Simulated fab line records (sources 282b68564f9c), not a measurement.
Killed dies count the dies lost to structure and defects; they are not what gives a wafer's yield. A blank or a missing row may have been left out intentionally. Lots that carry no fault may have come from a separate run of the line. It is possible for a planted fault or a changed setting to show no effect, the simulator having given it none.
Tool commonality check || flow rit-cmos || Lots sampled 15, wafers sampled 57

THE REASON FOR OPENING IT
4 of 15 lots carry a flag on the reading NSD_OVL at RIT_NSD_OVL_MEAS_06. Wafers without a fault read 0.8 nm, standard deviation 1.4.
Rule: a lot gets a flag if all its wafers with a number sit over 4 standard deviations from that mean, or if no wafer of it has a number. As for the other lots, they are considered sound.

{"lot": "L451", "measured": "day 3 00:15", "on": "overlay-01", "NSD_OVL (nm), wafer by wafer": "0.5 1.2 0.3", "flag": ""}
{"lot": "L452", "measured": "day 3 05:22", "on": "overlay-01", "NSD_OVL (nm), wafer by wafer": "3.0 1.8 3.8", "flag": ""}
{"lot": "L453", "measured": "day 3 11:53", "on": "overlay-02", "NSD_OVL (nm), wafer by wafer": "-0.1 -0.2 -0.2", "flag": ""}
{"lot": "L454", "measured": "day 3 14:34", "on": "overlay-01", "NSD_OVL (nm), wafer by wafer": "-0.5 -1.8 -1.8", "flag": ""}
{"lot": "L455", "measured": "day 3 20:14", "on": "overlay-01", "NSD_OVL (nm), wafer by wafer": "0.3 0.7 -0.2", "flag": ""}
{"lot": "L456", "measured": "day 4 00:34", "on": "overlay-01", "NSD_OVL (nm), wafer by wafer": "1.4 1.0 2.7", "flag": ""}
{"lot": "L457", "measured": "day 4 04:58", "on": "overlay-02", "NSD_OVL (nm), wafer by wafer": "419.3 420.8 420.4 418.9 419.8 420.4", "flag": "FLAGGED"}
{"lot": "L458", "measured": "day 4 11:13", "on": "overlay-01", "NSD_OVL (nm), wafer by wafer": "3.0 4.4 3.4", "flag": ""}
{"lot": "L460", "measured": "day 4 21:11", "on": "overlay-01", "NSD_OVL (nm), wafer by wafer": "421.4 422.6 423.1 421.2 422.4 422.7", "flag": "FLAGGED"}
{"lot": "L461", "measured": "day 5 01:01", "on": "overlay-02", "NSD_OVL (nm), wafer by wafer": "420.4 420.7 422.5 420.0 420.4 421.8", "flag": "FLAGGED"}
{"lot": "L463", "measured": "day 5 10:13", "on": "overlay-02", "NSD_OVL (nm), wafer by wafer": "422.2 422.5 420.7 422.5 422.8 420.1", "flag": "FLAGGED"}
{"lot": "L464", "measured": "day 5 16:44", "on": "overlay-01", "NSD_OVL (nm), wafer by wafer": "1.0 0.2 -0.2", "flag": ""}
{"lot": "L465", "measured": "day 5 21:05", "on": "overlay-02", "NSD_OVL (nm), wafer by wafer": "2.4 2.1 3.0", "flag": ""}
{"lot": "L467", "measured": "day 6 06:40", "on": "overlay-02", "NSD_OVL (nm), wafer by wafer": "-1.4 -1.6 -0.8", "flag": ""}
{"lot": "L469", "measured": "day 6 16:53", "on": "overlay-02", "NSD_OVL (nm), wafer by wafer": "-0.7 1.0 -2.0", "flag": ""}
The numbers of the flagged lots are 421.2 nm on average: +420.4 nm against the usual, or +99 or more standard deviations.

LOT BY LOT: THE TOOL USED
The record keeps 1 process step preceding the reading, out of 202 steps on the route. In each cell: the tool, then ch and the chambers that the sampled wafers went through, then the start.
{"lot": "L451", "flag": "", "RIT_NSD_EXPOSE_03": "iline-stepper-01 ch 0, day 2 23:45"}
{"lot": "L452", "flag": "", "RIT_NSD_EXPOSE_03": "iline-stepper-01 ch 0, day 3 04:59"}
{"lot": "L453", "flag": "", "RIT_NSD_EXPOSE_03": "iline-stepper-02 ch 0, day 3 11:31"}
{"lot": "L454", "flag": "", "RIT_NSD_EXPOSE_03": "iline-stepper-01 ch 0, day 3 14:11"}
{"lot": "L455", "flag": "", "RIT_NSD_EXPOSE_03": "iline-stepper-01 ch 0, day 3 19:50"}
{"lot": "L456", "flag": "", "RIT_NSD_EXPOSE_03": "iline-stepper-02 ch 0, day 4 00:10"}
{"lot": "L457", "flag": "FLAGGED", "RIT_NSD_EXPOSE_03": "iline-stepper-01 ch 0, day 4 04:35"}
{"lot": "L458", "flag": "", "RIT_NSD_EXPOSE_03": "iline-stepper-02 ch 0, day 4 10:52"}
{"lot": "L460", "flag": "FLAGGED", "RIT_NSD_EXPOSE_03": "iline-stepper-01 ch 0, day 4 20:47"}
{"lot": "L461", "flag": "FLAGGED", "RIT_NSD_EXPOSE_03": "iline-stepper-01 ch 0, day 5 00:37"}
{"lot": "L463", "flag": "FLAGGED", "RIT_NSD_EXPOSE_03": "iline-stepper-01 ch 0, day 5 09:49"}
{"lot": "L464", "flag": "", "RIT_NSD_EXPOSE_03": "iline-stepper-02 ch 0, day 5 16:20"}
{"lot": "L465", "flag": "", "RIT_NSD_EXPOSE_03": "iline-stepper-02 ch 0, day 5 20:39"}
{"lot": "L467", "flag": "", "RIT_NSD_EXPOSE_03": "iline-stepper-02 ch 0, day 6 06:17"}
{"lot": "L469", "flag": "", "RIT_NSD_EXPOSE_03": "iline-stepper-02 ch 0, day 6 16:18"}
These steps, and what they do:
- RIT_NSD_EXPOSE_03: exposes mask M9, target cd 40700 nm.
- RIT_NSD_OVL_MEAS_06

FLAGGED AGAINST TOTAL, ONE TOOL AT A TIME (gauges that did the reading follow at the end)
{"step": "RIT_NSD_EXPOSE_03", "tool": "iline-stepper-01", "lots run": 8, "flagged": 4, "share of the flagged lots": "all", "sound lots run after its first flagged lot": 0}
{"step": "RIT_NSD_EXPOSE_03", "tool": "iline-stepper-02", "lots run": 7, "flagged": 0, "share of the flagged lots": "none", "sound lots run after its first flagged lot": "-"}
{"step": "RIT_NSD_OVL_MEAS_06", "tool": "overlay-01", "lots run": 8, "flagged": 1, "share of the flagged lots": "some", "sound lots run after its first flagged lot": "1 (L464)"}
{"step": "RIT_NSD_OVL_MEAS_06", "tool": "overlay-02", "lots run": 7, "flagged": 3, "share of the flagged lots": "some", "sound lots run after its first flagged lot": "3 (L465,L467,L469)"}

WHAT THE TABLE ALLOWS
1 row of the table ran every flagged lot: iline-stepper-01 at RIT_NSD_EXPOSE_03.
- iline-stepper-01 at RIT_NSD_EXPOSE_03 ran 8 lots, 4 of them flagged. Last sound lot L455 at day 3 19:50, first flagged lot L457 at day 4 04:35; a fault beginning in between fits.
iline-stepper-01 at RIT_NSD_EXPOSE_03 is the single tool remaining.

WHAT THE SIMULATOR HAD INSERTED
Scanner matching overlay: iline-stepper-01, from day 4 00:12 on, at RIT_NSD_EXPOSE_03. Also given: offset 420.
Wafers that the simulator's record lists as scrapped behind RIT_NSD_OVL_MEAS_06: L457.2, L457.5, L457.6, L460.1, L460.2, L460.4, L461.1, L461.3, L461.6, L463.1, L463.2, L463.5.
Struck lots among those shown: L457, L460, L461, L463. This agrees with what the rule above found.
